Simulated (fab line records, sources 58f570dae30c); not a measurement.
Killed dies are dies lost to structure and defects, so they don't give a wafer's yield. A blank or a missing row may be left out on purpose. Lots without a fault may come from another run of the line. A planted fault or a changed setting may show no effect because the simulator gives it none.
fab line records | flow berkeley_cmos170
record lots=5 wafers=23
route steps=331 shown V2@301 M3@322
start_h: hours from the record's first day to the start of the lot's first wafer shown | wait_h: hours since the lot's step before | " the same as in the row above | L1.1+2: a row that stands for several wafers | - no value, or no start given | * or withheld: withheld | < > ~ a bound
route shown NAME@n: a module of which the file shows steps, and the number in the route of the first | usual: mean/standard deviation of fault-free wafers | same: alike in all rows | chamber/n: place in a boat | sites: the reading at each site | _std_site: their standard deviation | _edge_site: outer sites' mean less inner sites' | radius_mm: how far each site lies from the wafer's centre | mask NAME#n: copy n | behind: the tool/chamber that last shaped the wafer | hold: why the lot was held/for how many hours/how that ended | device: the transistor (n, p or np) that didn't switch | end of line: the same wafers' tests at the end of the route | a step without rows: its recipe alone | killed: dies lost to structure and defects at the first sort, not the wafer's yield | map: a wafer's dies, x killed, . not, _ none there
set.NAME: the setting as run; set.NAME@STEP: as run at that earlier step | model.NAME: the simulator's own value behind a step, which no gauge read
lots whose settings were changed on purpose; a table a step, a row a wafer
## steps
# step UCB170_V2_EXPOSE_09
# recipe mask_id=VIA2 target_cd_nm=700 na=0.5 sigma_outer=0.6 source_shape=conventional dose_mj=37
# columns lot.wafer tool chamber start_h wait_h mask set.dose_mj
L074.1+3+4+5+6 krf_scanner-02 0 187.32 0.1 VIA2#0 37
L075.1+3+6 krf_scanner-01 0 188.35 0.2 VIA2#0 36.07
L075.4+5 " 0 " " VIA2#0 37
L076.2+5+6 krf_scanner-02 0 188.61 0.3 VIA2#0 37
L079.1+5+6 krf_scanner-01 0 209.77 0.1 VIA2#0 38.5
L079.2+3 " 0 " " VIA2#0 37
L080.1+2+3+5+6 krf_scanner-01 0 225.66 0.1 VIA2#0 37
# step UCB170_V2_PEB_10
# recipe peb_temp_c=130 peb_time_s=withheld resist=KrF
# step UCB170_V2_DEVELOP_11
# recipe developer=TMAH develop_time_s=45 resist=KrF dev_temp_c=21
# step UCB170_V2_CD_MEAS_12
# recipe target_cd_nm=700
# usual cd_nm=700.1/1.3
# columns lot.wafer tool chamber start_h wait_h set.dose_mj@V2_EXPOSE_09 cd_nm
L074.1 cd_sem-01 - 188.22 - 37 701.1
L074.3 " - " " 37 700.9
L074.4 " - " " 37 702.1
L074.5 " - " " 37 701.5
L074.6 " - " " 37 701.4
L075.1 cd_sem-02 - 189.05 - 36.07 694.5
L075.3 " - " " 36.07 693.6
L075.4 " - " " 37 696.9
L075.5 " - " " 37 697.5
L075.6 " - " " 36.07 694.3
L076.2 cd_sem-01 - 189.07 - 37 701.0
L076.5 " - " " 37 701.6
L076.6 " - " " 37 700.7
L079.1 cd_sem-01 - 210.16 - 38.5 706.5
L079.2 " - " " 37 700.7
L079.3 " - " " 37 700.0
L079.5 " - " " 38.5 706.7
L079.6 " - " " 38.5 707.4
L080.1 cd_sem-02 - 226.51 - 37 700.5
L080.2 " - " " 37 701.7
L080.3 " - " " 37 701.7
L080.5 " - " " 37 701.5
L080.6 " - " " 37 701.7
# step UCB170_V2_ETCH_14
# recipe chemistry=CHF3/CF4/Ar target=SiO2 stop_on=Al CHF3_flow_sccm=45 cf4_flow_sccm=15 Ar_flow_sccm=150 pressure_mtorr=200 rf_w=700 target_depth_a=12500 over_etch_frac=0.25 time_s=291
# columns lot.wafer tool chamber start_h wait_h set.dose_mj@V2_EXPOSE_09 model.V2.cd_nm
L074.1 rie_diel-02 0 188.38 0.0 37 700.6
L074.3 " 2 " " 37 700.7
L074.4 " 1 " " 37 702
L074.5 " 3 " " 37 701.6
L074.6 " 2 " " 37 701.5
L075.1 rie_diel-04 3 189.21 0.0 36.07 695.2
L075.3 " 2 " " 36.07 693.5
L075.4 " 0 " " 37 697.3
L075.5 " 1 " " 37 697.9
L075.6 " 2 " " 36.07 694.1
L076.2 rie_diel-01 1 189.21 0.0 37 701.3
L076.5 " 3 " " 37 701
L076.6 " 2 " " 37 701.1
L079.1 rie_diel-02 2 210.31 0.0 38.5 705.8
L079.2 " 0 " " 37 700.6
L079.3 " 3 " " 37 700.5
L079.5 " 3 " " 38.5 706.4
L079.6 " 2 " " 38.5 707.1
L080.1 rie_diel-04 3 226.67 0.0 37 701
L080.2+6 " 1,3 " " 37 702
L080.3+5 " 2 " " 37 701.5
# step UCB170_V2_STRIP_15
# recipe chemistry=O2 power_w=400 pressure_mtorr=3500 platen_temp_c=withheld o2_flow_sccm=400 overash_fraction=0.5
# step UCB170_V2_CD_MEAS_90
# recipe target_cd_nm=700
# usual cd_nm=700.2/1.4
# columns lot.wafer tool chamber start_h wait_h set.dose_mj@V2_EXPOSE_09 cd_nm
L074.1 cd_sem-01 - 188.66 0.1 37 700.9
L074.3 " - " " 37 700.9
L074.4 " - " " 37 702.1
L074.5 " - " " 37 701.7
L074.6 " - " " 37 701.4
L075.1 cd_sem-02 - 189.48 0.1 36.07 695.2
L075.3 " - " " 36.07 693.4
L075.4 " - " " 37 697.4
L075.5 " - " " 37 697.9
L075.6 " - " " 36.07 694.2
L076.2 cd_sem-01 - 189.50 0.1 37 701.6
L076.5 " - " " 37 701.0
L076.6 " - " " 37 701.2
L079.1 cd_sem-01 - 210.59 0.1 38.5 705.9
L079.2 " - " " 37 701.0
L079.3 " - " " 37 700.5
L079.5 " - " " 38.5 706.3
L079.6 " - " " 38.5 707.0
L080.1 cd_sem-02 - 226.94 0.1 37 701.2
L080.2 " - " " 37 701.9
L080.3 " - " " 37 701.5
L080.5 " - " " 37 701.4
L080.6 " - " " 37 701.8
# step UCB170_M3_PEB_13
# recipe peb_temp_c=130 peb_time_s=withheld resist=KrF
# columns lot.wafer tool chamber start_h wait_h set.peb_temp_c
L074.1+5 litho_track-04 0 190.56 0.1 131.5
L074.3+4+6 " 0 " " 130
L076.2+5+6 litho_track-04 0 191.38 0.1 130
L075.1+3+4+5+6 litho_track-01 0 191.59 0.1 130
L079.1+2 litho_track-03 0 212.93 0.3 126.5
L079.3+5+6 " 0 " " 130
L080.1+5 litho_track-01 0 229.02 0.3 130
L080.2+3+6 " 0 " " 127.1
# step UCB170_M3_DEVELOP_14
# recipe developer=TMAH develop_time_s=45 resist=KrF dev_temp_c=21
# step UCB170_M3_CD_MEAS_15
# recipe target_cd_nm=700
# usual cd_nm=699.8/0.99
# columns lot.wafer tool chamber start_h wait_h set.peb_temp_c@M3_PEB_13 cd_nm
L074.1 cd_sem-02 - 190.83 - 131.5 691.2
L074.3 " - " " 130 700.5
L074.4 " - " " 130 700.7
L074.5 " - " " 131.5 692.6
L074.6 " - " " 130 701.0
L076.2 cd_sem-02 - 191.65 - 130 697.2
L076.5 " - " " 130 699.1
L076.6 " - " " 130 698.5
L075.1 cd_sem-01 - 191.87 - 130 700.9
L075.3 " - " " 130 700.4
L075.4 " - " " 130 701.0
L075.5 " - " " 130 701.6
L075.6 " - " " 130 700.4
L079.1 cd_sem-02 - 213.20 - 126.5 725.9
L079.2 " - " " 126.5 725.3
L079.3 " - " " 130 699.7
L079.5 " - " " 130 699.6
L079.6 " - " " 130 699.0
L080.1 cd_sem-02 - 229.70 - 130 699.9
L080.2 " - " " 127.1 721.2
L080.3 " - " " 127.1 723.0
L080.5 " - " " 130 698.8
L080.6 " - " " 127.1 721.4
# step UCB170_M3_ETCH_17
# recipe chemistry=N2/H2 target_depth_a=withheld overetch_a=withheld target=BARC time_s=withheld source_w=500 bias_w=100 pressure_mtorr=30 n2_flow_sccm=100 h2_flow_sccm=200
# columns lot.wafer tool chamber start_h wait_h set.peb_temp_c@M3_PEB_13 model.M3.cd_nm
L074.1+5 rie_diel-04 1,0 190.99 0.0 131.5 691.8
L074.3 " 2 " " 130 700.4
L074.4 " 3 " " 130 700.7
L074.6 " 1 " " 130 701.5
L076.2 rie_diel-01 2 191.78 0.0 130 697.1
L076.5 " 2 " " 130 700
L076.6 " 1 " " 130 698.4
L075.1 rie_diel-03 3 192.02 0.0 130 701.4
L075.3 " 2 " " 130 699.6
L075.4 " 0 " " 130 700.4
L075.5 " 0 " " 130 701.9
L075.6 " 3 " " 130 700.1
L079.1 rie_diel-03 1 213.36 0.0 126.5 726.5
L079.2 " 3 " " 126.5 726
L079.3 " 0 " " 130 700.1
L079.5 " 1 " " 130 700.3
L079.6 " 2 " " 130 699.3
L080.1 rie_diel-03 3 229.86 0.0 130 700.4
L080.2 " 1 " " 127.1 721.7
L080.3 " 0 " " 127.1 723
L080.5 " 0 " " 130 698.9
L080.6 " 3 " " 127.1 722.3
# step UCB170_M3_METAL_ETCH_18
# recipe chemistry=Cl2/BCl3 target=Al stop_on=SiO2 pressure_mtorr=11.69 target_depth_a=11700 over_etch_frac=0.3 time_s=195 icp_w=600 bias_w=120 Cl2_flow_sccm=90 bcl3_flow_sccm=45
# columns lot.wafer tool chamber start_h wait_h set.peb_temp_c@M3_PEB_13 model.M3.cd_nm
L074.1 rie_metal-03 0 191.03 - 131.5 691.2
L074.3 " 1 " " 130 698.6
L074.4 " 0 " " 130 700.4
L074.5 " 1 " " 131.5 689.8
L074.6 " 0 " " 130 703.5
L076.2 rie_metal-04 1 191.89 - 130 697.6
L076.5 " 1 " " 130 701.4
L076.6 " 1 " " 130 699.4
L075.1 rie_metal-01 0 192.07 - 130 701.8
L075.3 " 0 " " 130 701.3
L075.4 " 0 " " 130 700.2
L075.5 " 0 " " 130 702.1
L075.6 " 0 " " 130 701.7
L079.1 rie_metal-03 1 213.40 - 126.5 723.7
L079.2 " 0 " " 126.5 724.3
L079.3 " 1 " " 130 699
L079.5 " 0 " " 130 699.7
L079.6 " 1 " " 130 696
L080.1 rie_metal-03 1 229.90 - 130 699.7
L080.2 " 0 " " 127.1 721.7
L080.3 " 1 " " 127.1 723.2
L080.5 " 1 " " 130 697.9
L080.6 " 0 " " 127.1 725.6
# step UCB170_M3_STRIP_19
# recipe chemistry=O2 power_w=400 pressure_mtorr=3500 platen_temp_c=withheld o2_flow_sccm=400 overash_fraction=0.5
# step UCB170_M3_CD_MEAS_90
# recipe target_cd_nm=700
# usual cd_nm=700.2/2
# columns lot.wafer tool chamber start_h wait_h set.peb_temp_c@M3_PEB_13 cd_nm
L074.1 cd_sem-01 - 191.32 0.1 131.5 691.4
L074.3 " - " " 130 698.7
L074.4 " - " " 130 700.5
L074.5 " - " " 131.5 689.7
L074.6 " - " " 130 703.4
L076.2 cd_sem-02 - 192.32 0.1 130 697.7
L076.5 " - " " 130 701.3
L076.6 " - " " 130 698.9
L075.1 cd_sem-01 - 192.54 0.1 130 701.9
L075.3 " - " " 130 701.1
L075.4 " - " " 130 700.2
L075.5 " - " " 130 702.1
L075.6 " - " " 130 702.0
L079.1 cd_sem-02 - 213.69 0.1 126.5 723.6
L079.2 " - " " 126.5 724.6
L079.3 " - " " 130 698.9
L079.5 " - " " 130 699.8
L079.6 " - " " 130 696.1
L080.1 cd_sem-02 - 230.42 0.3 130 699.6
L080.2 " - " " 127.1 721.6
L080.3 " - " " 127.1 723.4
L080.5 " - " " 130 697.9
L080.6 " - " " 127.1 725.7
## key
split step=UCB170_V2_EXPOSE_09 setting=dose_mj stated=37 by=wafer
response step=UCB170_V2_CD_MEAS_12 reading=cd_nm change=+1.5 per=1% r=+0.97
response step=UCB170_V2_ETCH_14 reading=model.V2.cd_nm change=+1.42 per=1% r=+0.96
response step=UCB170_V2_CD_MEAS_90 reading=cd_nm change=+1.39 per=1% r=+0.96
split step=UCB170_M3_PEB_13 setting=peb_temp_c stated=130 by=wafer
response step=UCB170_M3_CD_MEAS_15 reading=cd_nm change=-9.66 per=1% r=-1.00
response step=UCB170_M3_ETCH_17 reading=model.M3.cd_nm change=-9.73 per=1% r=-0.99
response step=UCB170_M3_METAL_ETCH_18 reading=model.M3.cd_nm change=-10.1 per=1% r=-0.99
response step=UCB170_M3_CD_MEAS_90 reading=cd_nm change=-10.1 per=1% r=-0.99
